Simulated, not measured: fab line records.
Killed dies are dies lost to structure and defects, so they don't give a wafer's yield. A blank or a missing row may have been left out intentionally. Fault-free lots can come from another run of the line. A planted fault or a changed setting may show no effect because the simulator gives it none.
fab line records	flow berkeley-cmos170
record: lots: 5	wafers: 15	last-day: 12
route steps=331 shown CONTACT@231 M1@238
lots untouched by any fault: they come from a run of this same line in which no faults occurred
start-h: hours from the record's opening day to when the first of the lot's shown wafers began	wait-h: hours since the lot's step before	" unchanged from the row above	L1.1+2: one row covering several wafers at once	- no value, or no start given	* or withheld: withheld	< > ~ a bound
route shown NAME@n: a module of which the file shows steps, and the number in the route of the first	usual: average and standard deviation across the fault-free wafers	same: alike in all rows	chamber/n: place in a boat	sites: per-site readings	_std_site: standard deviation of those values	_edge_site: the outer-site mean with the inner-site mean subtracted	radius-mm: for every site, how far away it sits from the centre of the wafer	mask NAME#n: copy n	behind: the most recent tool/chamber to have shaped the wafer	hold: why the lot went on hold/how many hours it stayed there/how the hold came to an end	device: whichever transistor did not switch (one of n, p or np)	end of line: the tests these same wafers got at the end of their route	a step with no rows: only its recipe	killed: count of dies lost to structure and defects at first sort (not the wafer's yield)	map: per-die view of a wafer (x killed, . not killed, _ where there is no die)
set.NAME: the setting as run; set.NAME@STEP: as run at that earlier step	model.NAME: the simulator's own value behind a step, which no gauge read
lots at some steps of the route; a table a step, a row a wafer
services: from which hour (start-h, from the record's first day; less than 0 if before it) a tool's chamber was out of use, for how many hours, and why
== steps ==
step: UCB170_CONTACT_CD_MEAS_15
recipe: target-cd-nm: 700
usual: cd-nm: 700.5/1.3
lot.wafer	tool	chamber	start-h	wait-h	cd-nm
L074.3	cd-sem-01	-	173.01	-	700.8
L074.5	"	-	"	"	701.5
L074.6	"	-	"	"	700.4
L079.1	cd-sem-01	-	188.86	-	700.6
L079.2	"	-	"	"	701.9
L079.4	"	-	"	"	702.2
L082.3	cd-sem-02	-	211.64	-	700.1
L082.4	"	-	"	"	699.9
L082.6	"	-	"	"	700.4
L085.2	cd-sem-02	-	234.96	-	699.9
L085.4	"	-	"	"	700.7
L085.5	"	-	"	"	701.0
L089.2	cd-sem-01	-	259.63	-	699.8
L089.5	"	-	"	"	699.4
L089.6	"	-	"	"	698.4
step: UCB170_CONTACT_OVL_MEAS_16
usual: CONTACT_OVL: 0/5.2
lot.wafer	tool	chamber	start-h	wait-h	CONTACT_OVL[nm]
L074.3	overlay-02	-	173.11	0.1	1
L074.5	"	-	"	"	3
L074.6	"	-	"	"	7
L079.1	overlay-02	-	188.98	0.1	8
L079.2	"	-	"	"	1
L079.4	"	-	"	"	3
L082.3	overlay-01	-	211.74	0.1	2
L082.4	"	-	"	"	3
L082.6	"	-	"	"	4
L085.2	overlay-02	-	235.07	0.1	6
L085.4	"	-	"	"	2
L085.5	"	-	"	"	-1
L089.2	overlay-02	-	259.74	0.1	-8
L089.5	"	-	"	"	-6
L089.6	"	-	"	"	-2
step: UCB170_CONTACT_ETCH_17
recipe: chemistry: N2/H2	target-depth-a: withheld	overetch-a: withheld	target: BARC	time-s: withheld	source-w: 500	bias-w: 100	pressure-mtorr: 30	n2-flow-sccm: 100	h2-flow-sccm: 200
usual: drypump-motor-current-A: 5.5/0.4	oes-product-au: 0.997/0.018	throttle-valve-pct: 13.24/0.19
lot.wafer	tool	chamber	start-h	wait-h	drypump-motor-current-A	oes-product-au	throttle-valve-pct
L074.3	rie-diel-01	3	173.13	0.0	5.1	0.997	13.21
L074.5	"	1	"	"	5.1	0.991	13.32
L074.6	"	2	"	"	5.8	1.005	13.15
L079.1	rie-diel-02	3	189.02	0.0	4.9	0.996	13.41
L079.2	"	0	"	"	5.8	0.980	13.22
L079.4	"	2	"	"	6.1	0.981	13.45
L082.3	rie-diel-02	0	211.76	0.0	5.8	0.985	13.21
L082.4	"	1	"	"	5.7	1.002	13.15
L082.6	"	0	"	"	5.7	0.987	13.22
L085.2	rie-diel-03	0	235.10	0.0	5.9	1.024	13.28
L085.4	"	1	"	"	5.3	0.990	12.96
L085.5	"	0	"	"	5.9	1.031	13.30
L089.2	rie-diel-01	2	259.77	0.0	5.8	0.999	13.15
L089.5	"	0	"	"	5.4	0.967	13.21
L089.6	"	1	"	"	5.1	0.991	13.33
step: UCB170_CONTACT_ETCH_18
recipe: chemistry: CHF3/CF4/Ar	target: PSG	stop-on: TiSi2	CHF3_flow_sccm: 45	cf4-flow-sccm: 15	Ar_flow_sccm: 150	pressure-mtorr: 200	rf-w: 700	target-depth-a: 8400	over-etch-frac: 0.2	time-s: 195
usual: cf4-flow-sccm: 15.00/0.041	drypump-motor-current-A: 5.5/0.41	oes-product-au: 0.896/0.014	throttle-valve-pct: 6.91/0.11
lot.wafer	tool	chamber	start-h	wait-h	cf4-flow-sccm	drypump-motor-current-A	oes-product-au	rf-hours-counter-h	throttle-valve-pct
L074.3	rie-diel-01	3	-	-	14.95	5.1	0.897	123	6.94
L074.5	"	1	"	"	15.03	5.1	0.889	-	6.93
L074.6	"	2	"	"	15.03	5.8	0.893	-	6.89
L079.1	rie-diel-02	3	-	-	15.05	4.9	0.915	89	6.94
L079.2	"	0	"	"	14.98	5.8	0.899	10	6.93
L079.4	"	2	"	"	14.99	6.2	0.875	79	7.00
L082.3	rie-diel-02	0	-	-	15.06	5.8	0.896	12	6.95
L082.4	"	1	"	"	14.96	5.7	0.907	41	6.87
L082.6	"	0	"	"	15.02	5.8	0.885	-	6.96
L085.2	rie-diel-03	0	-	-	15.01	5.9	0.915	67	6.94
L085.4	"	1	"	"	15.05	5.3	0.899	-	6.67
L085.5	"	0	"	"	14.98	5.9	0.911	-	6.94
L089.2	rie-diel-01	2	-	-	14.97	5.8	0.892	8	6.91
L089.5	"	0	"	"	14.93	5.4	0.889	-	6.90
L089.6	"	1	"	"	14.96	5.1	0.883	-	6.93
step: UCB170_CONTACT_STRIP_19
recipe: chemistry: O2	power-w: 400	pressure-mtorr: 3500	platen-temp-c: withheld	o2-flow-sccm: 400	overash-fraction: 0.5
usual: drypump-motor-current-A: 5.7/0.6	o2-flow-sccm: 400.1/1.2	oes-product-au: 0.726/0.0042
lot.wafer	tool	chamber	start-h	wait-h	drypump-motor-current-A	o2-flow-sccm	oes-product-au	rf-hours-counter-h
L074.3	plasma-asher-01	0	173.33	-	5.0	396.1	0.724	-
L074.5	"	0	"	"	5.0	397.6	0.729	-
L074.6	"	1	"	"	5.6	401.4	0.727	-
L079.1	plasma-asher-03	0	189.19	-	5.8	398.8	0.719	41
L079.2	"	1	"	"	5.1	398.7	0.723	41
L079.4	"	0	"	"	5.8	399.8	0.730	-
L082.3	plasma-asher-01	1	211.96	-	5.6	399.4	0.718	-
L082.4	"	0	"	"	5.0	402.6	0.728	-
L082.6	"	0	"	"	5.0	401.9	0.729	-
L085.2	plasma-asher-02	1	235.26	-	6.0	399.1	0.726	51
L085.4	"	0	"	"	6.7	401.4	0.723	-
L085.5	"	1	"	"	6.0	400.4	0.719	-
L089.2	plasma-asher-01	1	259.93	-	5.6	401.5	0.728	54
L089.5	"	0	"	"	5.0	400.6	0.726	-
L089.6	"	1	"	"	5.6	399.7	0.727	-
step: UCB170_CONTACT_CD_MEAS_90
recipe: target-cd-nm: 700
usual: cd-nm: 700.5/1.4
lot.wafer	tool	chamber	start-h	wait-h	cd-nm
L074.3	cd-sem-02	-	173.44	0.1	699.8
L074.5	"	-	"	"	700.9
L074.6	"	-	"	"	700.1
L079.1	cd-sem-01	-	189.58	0.4	700.5
L079.2	"	-	"	"	701.9
L079.4	"	-	"	"	703.0
L082.3	cd-sem-02	-	212.07	0.1	700.3
L082.4	"	-	"	"	700.7
L082.6	"	-	"	"	701.2
L085.2	cd-sem-02	-	235.38	0.1	698.7
L085.4	"	-	"	"	701.4
L085.5	"	-	"	"	700.0
L089.2	cd-sem-01	-	260.05	0.1	699.9
L089.5	"	-	"	"	698.9
L089.6	"	-	"	"	698.8
step: UCB170_CONTACT_CLEAN_20
recipe: chemistry: SPM	temp-c: 120	time-s: 600
lot.wafer	tool	chamber	start-h	wait-h
L074.3+5+6	wet-bench-04	2	173.52	0.1
L079.1+2+4	wet-bench-04	0	190.50	0.9
L082.3+4+6	wet-bench-04	3	212.15	0.1
L085.2+4+5	wet-bench-04	1	235.48	0.1
L089.2+5+6	wet-bench-03	1	260.32	0.2
step: UCB170_M1_SPUTTER_00
recipe: material: Al	target-thk-nm: 600	time-s: 80	power-w: 6000	chamber-pressure-pa: 0.5
usual: throttle-valve-pct: 30.0/0.94
lot.wafer	tool	chamber	start-h	wait-h	throttle-valve-pct
L074.3	pvd-sputter-03	-	173.69	0.0	30.5
L074.5	"	-	"	"	29.1
L074.6	"	-	"	"	30.2
L079.1	pvd-sputter-02	-	190.68	0.0	30.4
L079.2	"	-	"	"	32.2
L079.4	"	-	"	"	29.2
L082.3	pvd-sputter-03	-	212.32	0.0	29.6
L082.4	"	-	"	"	29.1
L082.6	"	-	"	"	29.6
L085.2	pvd-sputter-04	-	235.66	0.0	29.8
L085.4	"	-	"	"	31.7
L085.5	"	-	"	"	29.0
L089.2	pvd-sputter-02	-	260.50	0.0	30.1
L089.5	"	-	"	"	32.3
L089.6	"	-	"	"	30.2
step: UCB170_M1_RS_MEAS_01
recipe: thk-meas-gauge: four-point-probe	reads: Al_of_M1_SPUTTER_00
usual: M1_AL_RS: 0.0486/0.00063
lot.wafer	tool	chamber	start-h	wait-h	M1_AL_RS[ohm/sq]
L074.3	film-metro-04	-	173.79	0.1	0.0495
L074.5	"	-	"	"	0.0492
L074.6	"	-	"	"	0.0492
L079.1	film-metro-03	-	190.74	0.0	0.0481
L079.2	"	-	"	"	0.0479
L079.4	"	-	"	"	0.0478
L082.3	film-metro-03	-	212.42	0.1	0.0499
L082.4	"	-	"	"	0.0501
L082.6	"	-	"	"	0.0500
L085.2	film-metro-01	-	235.74	0.1	0.0485
L085.4	"	-	"	"	0.0481
L085.5	"	-	"	"	0.0490
L089.2	film-metro-04	-	260.58	0.1	0.0488
L089.5	"	-	"	"	0.0489
L089.6	"	-	"	"	0.0493
step: UCB170_M1_THK_MEAS_02
recipe: thk-meas-gauge: xrf	reads: Al_of_M1_SPUTTER_00
usual: M1_AL_THK: 585/7.7
lot.wafer	tool	chamber	start-h	wait-h	M1_AL_THK[nm]
L074.3	film-metro-04	-	173.89	0.1	575
L074.5	"	-	"	"	585
L074.6	"	-	"	"	582
L079.1	film-metro-03	-	190.86	0.1	589
L079.2	"	-	"	"	589
L079.4	"	-	"	"	591
L082.3	film-metro-03	-	212.52	0.1	564
L082.4	"	-	"	"	565
L082.6	"	-	"	"	563
L085.2	film-metro-01	-	235.85	0.1	589
L085.4	"	-	"	"	591
L085.5	"	-	"	"	581
L089.2	film-metro-04	-	260.69	0.1	581
L089.5	"	-	"	"	581
L089.6	"	-	"	"	578
step: UCB170_M1_COAT_03
recipe: resist: BARC	temp-c: withheld	time-s: withheld	spin-rpm: 3000	resist-thk-nm: withheld
lot.wafer	tool	chamber	start-h	wait-h
L074.3+5+6	litho-track-03	0	174.10	0.2
L079.1+2+4	litho-track-02	0	190.92	0.1
L082.3+4+6	litho-track-02	0	212.74	0.2
L085.2+4+5	litho-track-03	0	235.92	0.1
L089.2+5+6	litho-track-01	0	260.76	0.1
step: UCB170_M1_COAT_04
recipe: resist: KrF	spin-rpm: 1500	resist-thk-nm: 900
lot.wafer	tool	chamber	start-h	wait-h
L074.3+5+6	litho-track-03	0	-	-
L079.1+2+4	litho-track-02	0	-	-
L082.3+4+6	litho-track-02	0	-	-
L085.2+4+5	litho-track-03	0	-	-
L089.2+5+6	litho-track-01	0	-	-
step: UCB170_M1_SOFTBAKE_05
recipe: resist: KrF	temp-c: 130	time-s: 60
lot.wafer	tool	chamber	start-h	wait-h
L074.3+5+6	litho-track-03	0	-	-
L079.1+2+4	litho-track-02	0	-	-
L082.3+4+6	litho-track-02	0	-	-
L085.2+4+5	litho-track-03	0	-	-
L089.2+5+6	litho-track-01	0	-	-
step: UCB170_M1_EXPOSE_06
recipe: mask-id: METAL1	target-cd-nm: 700	na: 0.5	sigma-outer: 0.6	source-shape: conventional	dose-mj: 21
same: na: 0.5
lot.wafer	tool	chamber	start-h	wait-h	mask
L074.3+5+6	krf-scanner-02	0	174.54	-	METAL1#0
L079.1+2+4	krf-scanner-02	0	191.37	-	METAL1#0
L082.3+4+6	krf-scanner-01	0	213.18	-	METAL1#0
L085.2+4+5	krf-scanner-02	0	236.49	-	METAL1#0
L089.2+5+6	krf-scanner-02	0	261.23	-	METAL1#0
step: UCB170_M1_PEB_07
recipe: peb-temp-c: 130	peb-time-s: withheld	resist: KrF
lot.wafer	tool	chamber	start-h	wait-h
L074.3+5+6	litho-track-02	0	174.76	0.2
L079.1+2+4	litho-track-02	0	191.49	0.1
L082.3+4+6	litho-track-02	0	213.31	0.1
L085.2+4+5	litho-track-02	0	236.62	0.1
L089.2+5+6	litho-track-01	0	261.35	0.1
step: UCB170_M1_DEVELOP_08
recipe: developer: TMAH	develop-time-s: 45	resist: KrF	dev-temp-c: 21
lot.wafer	tool	chamber	start-h	wait-h
L074.3+5+6	litho-track-02	0	-	-
L079.1+2+4	litho-track-02	0	-	-
L082.3+4+6	litho-track-02	0	-	-
L085.2+4+5	litho-track-02	0	-	-
L089.2+5+6	litho-track-01	0	-	-
step: UCB170_M1_CD_MEAS_09
recipe: target-cd-nm: 700
usual: cd-nm: 699.8/1.2
lot.wafer	tool	chamber	start-h	wait-h	cd-nm
L074.3	cd-sem-01	-	175.03	-	699.0
L074.5	"	-	"	"	701.6
L074.6	"	-	"	"	699.8
L079.1	cd-sem-01	-	191.76	-	698.6
L079.2	"	-	"	"	697.0
L079.4	"	-	"	"	698.6
L082.3	cd-sem-01	-	213.57	-	702.0
L082.4	"	-	"	"	701.7
L082.6	"	-	"	"	700.5
L085.2	cd-sem-01	-	236.89	-	700.6
L085.4	"	-	"	"	700.1
L085.5	"	-	"	"	701.3
L089.2	cd-sem-02	-	261.62	-	700.1
L089.5	"	-	"	"	699.5
L089.6	"	-	"	"	699.5
step: UCB170_M1_OVL_MEAS_10
usual: M1_OVL: 2/6.3
lot.wafer	tool	chamber	start-h	wait-h	M1_OVL[nm]
L074.3	overlay-01	-	175.12	0.1	-2
L074.5	"	-	"	"	2
L074.6	"	-	"	"	-1
L079.1	overlay-01	-	191.88	0.1	7
L079.2	"	-	"	"	6
L079.4	"	-	"	"	1
L082.3	overlay-02	-	213.67	0.1	0
L082.4	"	-	"	"	-4
L082.6	"	-	"	"	-4
L085.2	overlay-02	-	236.99	0.1	3
L085.4	"	-	"	"	4
L085.5	"	-	"	"	11
L089.2	overlay-02	-	261.73	0.1	5
L089.5	"	-	"	"	12
L089.6	"	-	"	"	6
step: UCB170_M1_ETCH_11
recipe: chemistry: N2/H2	target-depth-a: withheld	overetch-a: withheld	target: BARC	time-s: withheld	source-w: 500	bias-w: 100	pressure-mtorr: 29.54	n2-flow-sccm: 100	h2-flow-sccm: 200
usual: drypump-motor-current-A: 5.7/0.49	oes-product-au: 0.993/0.014	throttle-valve-pct: 13.40/0.12
lot.wafer	tool	chamber	start-h	wait-h	drypump-motor-current-A	oes-product-au	throttle-valve-pct
L074.3	rie-diel-02	2	175.15	0.0	6.2	0.977	13.57
L074.5	"	0	"	"	5.8	0.996	13.33
L074.6	"	3	"	"	4.9	1.010	13.54
L079.1	rie-diel-02	2	191.92	0.0	6.2	0.987	13.56
L079.2	"	3	"	"	4.8	1.002	13.53
L079.4	"	1	"	"	5.7	1.002	13.26
L082.3	rie-diel-01	0	213.69	0.0	5.4	0.976	13.34
L082.4	"	2	"	"	5.8	1.018	13.27
L082.6	"	1	"	"	5.1	0.992	13.45
L085.2	rie-diel-01	2	237.02	0.0	5.8	1.009	13.27
L085.4	"	3	"	"	5.1	1.003	13.33
L085.5	"	1	"	"	5.1	0.988	13.45
L089.2	rie-diel-04	2	261.76	0.0	5.8	0.970	13.48
L089.5	"	2	"	"	5.9	0.991	13.48
L089.6	"	1	"	"	6.5	1.013	13.39
step: UCB170_M1_METAL_ETCH_12
recipe: chemistry: Cl2/BCl3	target: Al	stop-on: PSG	pressure-mtorr: 12	target-depth-a: 7800	over-etch-frac: 0.3	time-s: 130	icp-w: 600	bias-w: 120	Cl2_flow_sccm: 90	bcl3-flow-sccm: 45
usual: drypump-motor-current-A: 5.58/0.23	mfc-cl2-sccm: 89.94/0.29	oes-product-au: 0.856/0.017	throttle-valve-pct: 24.32/0.14
lot.wafer	tool	chamber	start-h	wait-h	drypump-motor-current-A	mfc-cl2-sccm	oes-product-au	rf-hours-counter-h	throttle-valve-pct
L074.3	rie-metal-03	0	175.23	-	5.26	90.00	0.868	-	24.15
L074.5	"	1	"	"	5.33	90.06	0.821	-	24.19
L074.6	"	0	"	"	5.27	90.22	0.872	-	24.15
L079.1	rie-metal-03	1	191.96	-	5.31	89.98	0.838	11	24.18
L079.2	"	0	"	"	5.27	89.95	0.880	5	24.12
L079.4	"	0	"	"	5.25	89.55	0.871	-	24.13
L082.3	rie-metal-02	1	213.82	-	5.71	90.19	0.836	-	24.39
L082.4	"	1	"	"	5.74	90.42	0.833	-	24.39
L082.6	"	1	"	"	5.70	90.34	0.832	-	24.40
L085.2	rie-metal-03	0	237.06	-	5.26	89.74	0.870	6	24.14
L085.4	"	0	"	"	5.27	89.82	0.892	-	24.12
L085.5	"	0	"	"	5.28	89.43	0.866	-	24.14
L089.2	rie-metal-04	1	261.80	-	5.90	89.47	0.845	11	24.52
L089.5	"	1	"	"	5.93	89.15	0.857	-	24.53
L089.6	"	0	"	"	5.73	90.02	0.861	-	24.31
== services ==
tool	chamber	start-h	hours	kind
rie-diel-02	-	152.78	0.6	repair
krf-scanner-01	-	152.89	1.0	pm
krf-scanner-02	-	171.71	0.8	pm
krf-scanner-02	0	174.37	-	calibration
krf-scanner-01	-	175.98	0.8	pm
krf-scanner-02	-	184.67	1.3	pm
plasma-asher-01	-	186.51	3.5	repair
rie-metal-02	1	190.29	-	clean
rie-metal-02	1	190.29	17.4	scheduled-down
rie-metal-02	1	190.29	17.4	vent-cycle
rie-metal-02	-	205.88	0.5	repair
rie-metal-04	-	206.61	2.8	pm
rie-metal-02	0	207.67	-	clean
rie-diel-04	3	209.42	2.7	repair
rie-diel-03	2	223.10	16.4	repair
rie-metal-02	-	228.08	1.4	pm
pvd-sputter-04	-	232.06	3.4	repair
rie-diel-02	2	243.03	4.0	repair
rie-diel-03	3	249.35	-	clean
rie-diel-03	3	249.35	17.4	scheduled-down
rie-diel-03	3	249.35	17.4	vent-cycle
rie-diel-01	0	251.65	2.2	repair
rie-diel-03	-	258.88	0.2	repair
krf-scanner-02	-	258.97	1.0	pm
== key ==
fault none
